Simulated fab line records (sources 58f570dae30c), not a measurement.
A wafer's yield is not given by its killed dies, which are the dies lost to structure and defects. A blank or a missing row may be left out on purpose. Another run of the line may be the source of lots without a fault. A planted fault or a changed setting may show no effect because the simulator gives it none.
What tool caused it? :: flow berkeley cmos170 :: 14 lots, 42 wafers sampled, at 6 steps of a route of 331

## WHAT THE GAUGES SHOWED, per wafer
UCB170_FIELD_THK_MEAS_91. Usual: for FIELD_OXIDE_LEFT_2_THK the level is 346 nm and the standard deviation is 11.
lot: L669
measured: day 6 23:55
on: film metro-04
FIELD_OXIDE_LEFT_2_THK (nm): 365 364 360
flag: 

lot: L668
measured: day 7 00:37
on: film metro-04
FIELD_OXIDE_LEFT_2_THK (nm): 357 353 350
flag: 

lot: L674
measured: day 8 05:01
on: film metro-02
FIELD_OXIDE_LEFT_2_THK (nm): 339 338 336
flag: 

lot: L672
measured: day 8 05:17
on: film metro-02
FIELD_OXIDE_LEFT_2_THK (nm): 339 343 338
flag: 

lot: L671
measured: day 8 05:31
on: film metro-03
FIELD_OXIDE_LEFT_2_THK (nm): 354 354 347
flag: 

lot: L673
measured: day 8 05:44
on: film metro-04
FIELD_OXIDE_LEFT_2_THK (nm): 337 334 338
flag: 

lot: L676
measured: day 8 16:01
on: film metro-03
FIELD_OXIDE_LEFT_2_THK (nm): 341 330 337
flag: 

lot: L677
measured: day 9 04:49
on: film metro-02
FIELD_OXIDE_LEFT_2_THK (nm): 364 367 368
flag: 

lot: L678
measured: day 9 04:49
on: film metro-03
FIELD_OXIDE_LEFT_2_THK (nm): 348 339 345
flag: 

lot: L681
measured: day 9 18:48
on: film metro-03
FIELD_OXIDE_LEFT_2_THK (nm): 353 352 350
flag: 

lot: L680
measured: day 9 19:22
on: film metro-04
FIELD_OXIDE_LEFT_2_THK (nm): 330 341 338
flag: 

lot: L682
measured: day 10 00:50
on: film metro-03
FIELD_OXIDE_LEFT_2_THK (nm): 348 344 344
flag: 

lot: L688
measured: day 11 10:15
on: film metro-04
FIELD_OXIDE_LEFT_2_THK (nm): 334 343 328
flag: 

lot: L689
measured: day 11 10:47
on: film metro-02
FIELD_OXIDE_LEFT_2_THK (nm): 353 350 354
flag: 

UCB170_NLDD_TW_MEAS_11. Usual: for NLDD_TW the level is 2216 and the standard deviation is 17.
lot: L669
measured: day 7 16:25
on: film metro-03
NLDD_TW: 2224 2229 2206
flag: 

lot: L668
measured: day 7 15:00
on: film metro-03
NLDD_TW: 2222 2214 2232
flag: 

lot: L674
measured: day 9 08:30
on: film metro-02
NLDD_TW: 2192 2192 2191
flag: 

lot: L672
measured: day 9 08:03
on: film metro-02
NLDD_TW: 2200 2178 2197
flag: 

lot: L671
measured: day 9 08:37
on: film metro-03
NLDD_TW: 2235 2236 2239
flag: 

lot: L673
measured: day 9 08:16
on: film metro-03
NLDD_TW: 2238 2225 2240
flag: 

lot: L676
measured: day 9 17:55
on: film metro-02
NLDD_TW: 2196 2188 2192
flag: 

lot: L677
measured: day 10 00:37
on: film metro-03
NLDD_TW: 2215 2222 2220
flag: 

lot: L678
measured: day 10 00:20
on: film metro-01
NLDD_TW: 2227 2228 2216
flag: 

lot: L681
measured: day 10 14:50
on: film metro-01
NLDD_TW: 2219 2225 2233
flag: 

lot: L680
measured: day 10 14:57
on: film metro-02
NLDD_TW: 2143 2145 2142
flag: OFF

lot: L682
measured: day 11 08:29
on: film metro-02
NLDD_TW: 2145 2141 2148
flag: OFF

lot: L688
measured: day 12 04:10
on: film metro-02
NLDD_TW: 2198 2183 2194
flag: 

lot: L689
measured: day 12 03:36
on: film metro-01
NLDD_TW: 2238 2232 2237
flag: 

UCB170_SPACER_THK_MEAS_01. Usual: for SPACER_TEOS_THK the level is 375 nm and the standard deviation is 4.5.
lot: L669
measured: day 7 16:45
on: film metro-01
SPACER_TEOS_THK (nm): 373 374 376
flag: 

lot: L668
measured: day 7 15:17
on: film metro-02
SPACER_TEOS_THK (nm): 371 381 379
flag: 

lot: L674
measured: day 9 08:47
on: film metro-04
SPACER_TEOS_THK (nm): 375 375 377
flag: 

lot: L672
measured: day 9 08:20
on: film metro-04
SPACER_TEOS_THK (nm): 379 376 373
flag: 

lot: L671
measured: day 9 08:54
on: film metro-02
SPACER_TEOS_THK (nm): 371 370 379
flag: 

lot: L673
measured: day 9 08:32
on: film metro-01
SPACER_TEOS_THK (nm): 371 373 378
flag: 

lot: L676
measured: day 9 18:11
on: film metro-04
SPACER_TEOS_THK (nm): 371 380 380
flag: 

lot: L677
measured: day 10 00:53
on: film metro-01
SPACER_TEOS_THK (nm): 378 376 375
flag: 

lot: L678
measured: day 10 00:37
on: film metro-04
SPACER_TEOS_THK (nm): 371 380 382
flag: 

lot: L681
measured: day 10 15:07
on: film metro-04
SPACER_TEOS_THK (nm): 377 383 386
flag: 

lot: L680
measured: day 10 15:18
on: film metro-02
SPACER_TEOS_THK (nm): 378 378 380
flag: 

lot: L682
measured: day 11 08:49
on: film metro-04
SPACER_TEOS_THK (nm): 375 372 376
flag: 

lot: L688
measured: day 12 07:13
on: film metro-02
SPACER_TEOS_THK (nm): 371 371 376
flag: 

lot: L689
measured: day 12 07:12
on: film metro-01
SPACER_TEOS_THK (nm): 368 372 376
flag: 

UCB170_SDANNEAL_RS_MEAS_05: measures by four-point-probe. Usual: for NLDD_RS the level is 616.4 ohm/sq and the standard deviation is 1.5.
lot: L669
measured: day 8 03:53
on: film metro-01
NLDD_RS (ohm/sq): 615.4 617.0 617.3
flag: 

lot: L668
measured: day 8 03:46
on: film metro-03
NLDD_RS (ohm/sq): 617.2 616.4 615.6
flag: 

lot: L674
measured: day 9 21:01
on: film metro-03
NLDD_RS (ohm/sq): 614.9 615.4 615.4
flag: 

lot: L672
measured: day 9 21:58
on: film metro-02
NLDD_RS (ohm/sq): 615.6 616.4 617.0
flag: 

lot: L671
measured: day 9 21:29
on: film metro-01
NLDD_RS (ohm/sq): 616.2 617.1 616.0
flag: 

lot: L673
measured: day 9 21:19
on: film metro-02
NLDD_RS (ohm/sq): 616.6 617.2 616.3
flag: 

lot: L676
measured: day 10 03:21
on: film metro-03
NLDD_RS (ohm/sq): 615.7 616.6 616.1
flag: 

lot: L677
measured: day 10 12:54
on: film metro-01
NLDD_RS (ohm/sq): 618.3 617.9 618.0
flag: 

lot: L678
measured: day 10 12:43
on: film metro-03
NLDD_RS (ohm/sq): 615.8 613.9 614.2
flag: 

lot: L681
measured: day 11 07:28
on: film metro-02
NLDD_RS (ohm/sq): 617.6 619.8 616.6
flag: 

lot: L680
measured: day 11 06:32
on: film metro-01
NLDD_RS (ohm/sq): 653.7 651.9 653.8
flag: OFF

lot: L682
measured: day 11 20:31
on: film metro-02
NLDD_RS (ohm/sq): 652.5 654.2 653.7
flag: OFF

lot: L688
measured: day 12 19:26
on: film metro-03
NLDD_RS (ohm/sq): 615.8 616.4 615.6
flag: 

lot: L689
measured: day 12 19:50
on: film metro-02
NLDD_RS (ohm/sq): 616.8 614.8 615.9
flag: 

## WHICH TOOL RAN EACH LOT (tool, then ch and the chambers of the sampled wafers, then the start)
lot: L669
UCB170_GATE_STRIP_16: plasma asher-03 ch 0,1, day 7 11:10
UCB170_NLDD_IMPLANT_09: implanter-03 ch 0, day 7 16:10

lot: L668
UCB170_GATE_STRIP_16: plasma asher-02 ch 0,1, day 7 10:32
UCB170_NLDD_IMPLANT_09: implanter-03 ch 0, day 7 14:45

lot: L674
UCB170_GATE_STRIP_16: plasma asher-03 ch 0,1, day 9 01:41
UCB170_NLDD_IMPLANT_09: implanter-01 ch 0, day 9 08:15

lot: L672
UCB170_GATE_STRIP_16: plasma asher-02 ch 0,1, day 9 01:27
UCB170_NLDD_IMPLANT_09: implanter-01 ch 0, day 9 07:50

lot: L671
UCB170_GATE_STRIP_16: plasma asher-02 ch 0,1, day 9 01:52
UCB170_NLDD_IMPLANT_09: implanter-03 ch 0, day 9 08:22

lot: L673
UCB170_GATE_STRIP_16: plasma asher-03 ch 0,1, day 9 01:58
UCB170_NLDD_IMPLANT_09: implanter-03 ch 0, day 9 08:01

lot: L676
UCB170_GATE_STRIP_16: plasma asher-03 ch 1, day 9 12:01
UCB170_NLDD_IMPLANT_09: implanter-01 ch 0, day 9 17:41

lot: L677
UCB170_GATE_STRIP_16: plasma asher-01 ch 0,1, day 9 20:44
UCB170_NLDD_IMPLANT_09: implanter-03 ch 0, day 10 00:22

lot: L678
UCB170_GATE_STRIP_16: plasma asher-01 ch 0,1, day 9 20:28
UCB170_NLDD_IMPLANT_09: implanter-01 ch 0, day 10 00:05

lot: L681
UCB170_GATE_STRIP_16: plasma asher-01 ch 0,1, day 10 10:45
UCB170_NLDD_IMPLANT_09: implanter-03 ch 0, day 10 14:35

lot: L680
UCB170_GATE_STRIP_16: plasma asher-02 ch 0,1, day 10 11:05
UCB170_NLDD_IMPLANT_09: implanter-01 ch 0, day 10 14:43

lot: L682
UCB170_GATE_STRIP_16: plasma asher-03 ch 0,1, day 10 23:34
UCB170_NLDD_IMPLANT_09: implanter-01 ch 0, day 11 08:14

lot: L688
UCB170_GATE_STRIP_16: plasma asher-01 ch 0,1, day 11 22:55
UCB170_NLDD_IMPLANT_09: implanter-03 ch 0, day 12 03:57

lot: L689
UCB170_GATE_STRIP_16: plasma asher-02 ch 0,1, day 11 22:37
UCB170_NLDD_IMPLANT_09: implanter-04 ch 0, day 12 03:21
- UCB170_GATE_STRIP_16: strips in O2.
- UCB170_NLDD_IMPLANT_09

## WHAT THE TOOLS THEMSELVES READ (means of the sampled wafers that have a number; where no wafer has one, the mark that the record gives instead)
UCB170_GATE_STRIP_16. Usual: drypump motor current A 5.8 A, standard deviation 0.34; o2 flow sccm 399.7 sccm, standard deviation 1.2; oes product au 0.724 a.u., standard deviation 0.0044.
lot: L669
tool: plasma asher-03
drypump motor current A (A): 5.7
o2 flow sccm (sccm): 398.9
oes product au (a.u.): 0.723
flag: 

lot: L668
tool: plasma asher-02
drypump motor current A (A): 5.6
o2 flow sccm (sccm): 399.6
oes product au (a.u.): 0.722
flag: 

lot: L674
tool: plasma asher-03
drypump motor current A (A): 5.8
o2 flow sccm (sccm): 398.8
oes product au (a.u.): 0.726
flag: 

lot: L672
tool: plasma asher-02
drypump motor current A (A): 5.7
o2 flow sccm (sccm): 400.1
oes product au (a.u.): 0.727
flag: 

lot: L671
tool: plasma asher-02
drypump motor current A (A): 5.7
o2 flow sccm (sccm): 400.7
oes product au (a.u.): 0.721
flag: 

lot: L673
tool: plasma asher-03
drypump motor current A (A): 5.9
o2 flow sccm (sccm): 399.0
oes product au (a.u.): 0.726
flag: 

lot: L676
tool: plasma asher-03
drypump motor current A (A): 5.6
o2 flow sccm (sccm): 398.6
oes product au (a.u.): 0.724
flag: 

lot: L677
tool: plasma asher-01
drypump motor current A (A): 6.0
o2 flow sccm (sccm): 398.6
oes product au (a.u.): 0.723
flag: 

lot: L678
tool: plasma asher-01
drypump motor current A (A): 5.6
o2 flow sccm (sccm): 398.2
oes product au (a.u.): 0.726
flag: 

lot: L681
tool: plasma asher-01
drypump motor current A (A): 5.6
o2 flow sccm (sccm): 400.7
oes product au (a.u.): 0.721
flag: 

lot: L680
tool: plasma asher-02
drypump motor current A (A): 5.6
o2 flow sccm (sccm): 398.8
oes product au (a.u.): 0.729
flag: 

lot: L682
tool: plasma asher-03
drypump motor current A (A): 5.9
o2 flow sccm (sccm): 399.8
oes product au (a.u.): 0.721
flag: 

lot: L688
tool: plasma asher-01
drypump motor current A (A): 5.6
o2 flow sccm (sccm): 400.9
oes product au (a.u.): 0.724
flag: 

lot: L689
tool: plasma asher-02
drypump motor current A (A): 5.6
o2 flow sccm (sccm): 400.6
oes product au (a.u.): 0.721
flag: 

UCB170_NLDD_IMPLANT_09. Usual: dose ions cm2 4.999e+13, standard deviation 5.4e+10; faraday current uA 159, standard deviation 3.4.
lot: L669
tool: implanter-03
dose ions cm2: 4.995e+13
faraday current uA: 159
flag: 

lot: L668
tool: implanter-03
dose ions cm2: 4.998e+13
faraday current uA: 159
flag: 

lot: L674
tool: implanter-01
dose ions cm2: 4.995e+13
faraday current uA: 162
flag: 

lot: L672
tool: implanter-01
dose ions cm2: 4.994e+13
faraday current uA: 159
flag: 

lot: L671
tool: implanter-03
dose ions cm2: 5.003e+13
faraday current uA: 158
flag: 

lot: L673
tool: implanter-03
dose ions cm2: 4.998e+13
faraday current uA: 160
flag: 

lot: L676
tool: implanter-01
dose ions cm2: 4.999e+13
faraday current uA: 158
flag: 

lot: L677
tool: implanter-03
dose ions cm2: 4.997e+13
faraday current uA: 158
flag: 

lot: L678
tool: implanter-01
dose ions cm2: 5.008e+13
faraday current uA: 157
flag: 

lot: L681
tool: implanter-03
dose ions cm2: 5.003e+13
faraday current uA: 162
flag: 

lot: L680
tool: implanter-01
dose ions cm2: 4.147e+13
faraday current uA: 133
flag: OFF

lot: L682
tool: implanter-01
dose ions cm2: 4.150e+13
faraday current uA: 131
flag: OFF

lot: L688
tool: implanter-03
dose ions cm2: 5.001e+13
faraday current uA: 159
flag: 

lot: L689
tool: implanter-04
dose ions cm2: 4.995e+13
faraday current uA: 155
flag: 

## THE ANSWER, worked out from the rows above alone
Rule: take the mean of a lot's wafers that have a number; if it is more than 3 standard deviations from the usual mean, the lot is off. A lot without any number at a reading at which 4 lots or more have one is off too. All remaining lots with rows at the step are treated as sound. Order of review: gauges by route order, followed by the tools' own readings, for which a lot's mean as printed above is used. The first step at which some lot is off is used, and at that step the reading that is off furthest; a lot without a number counts as furthest.
Off: L680, L682, at UCB170_NLDD_TW_MEAS_11 (NLDD_TW).
A tool fits if, at a process step before that reading, it ran every lot that is off, and no sound lot after the first of them. Not tried: the gauges at UCB170_NLDD_TW_MEAS_11; whatever is off there is also off at UCB170_NLDD_IMPLANT_09, on other tools, and gauge error can't account for it. One fits: implanter-01 at UCB170_NLDD_IMPLANT_09. Its last sound lot is L678 (day 10 00:05), its first lot that is off L680 (day 10 14:43): a fault that began between those two fits.
The tool's own readings at UCB170_NLDD_IMPLANT_09 bear it out: on the lots that are off they differ by more than 5 times the standard deviation of the sound lots' means. dose ions cm2 reads 4.148e+13 there against 4.999e+13 on the sound lots; faraday current uA reads 132 there against 159 on the sound lots.

## WHAT THE SIMULATOR PUT IN
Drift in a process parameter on implanter-01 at UCB170_NLDD_IMPLANT_09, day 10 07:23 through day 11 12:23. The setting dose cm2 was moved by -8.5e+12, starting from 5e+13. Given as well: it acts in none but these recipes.
Shown lots that were struck: L680, L682. The rule above reached the same finding.
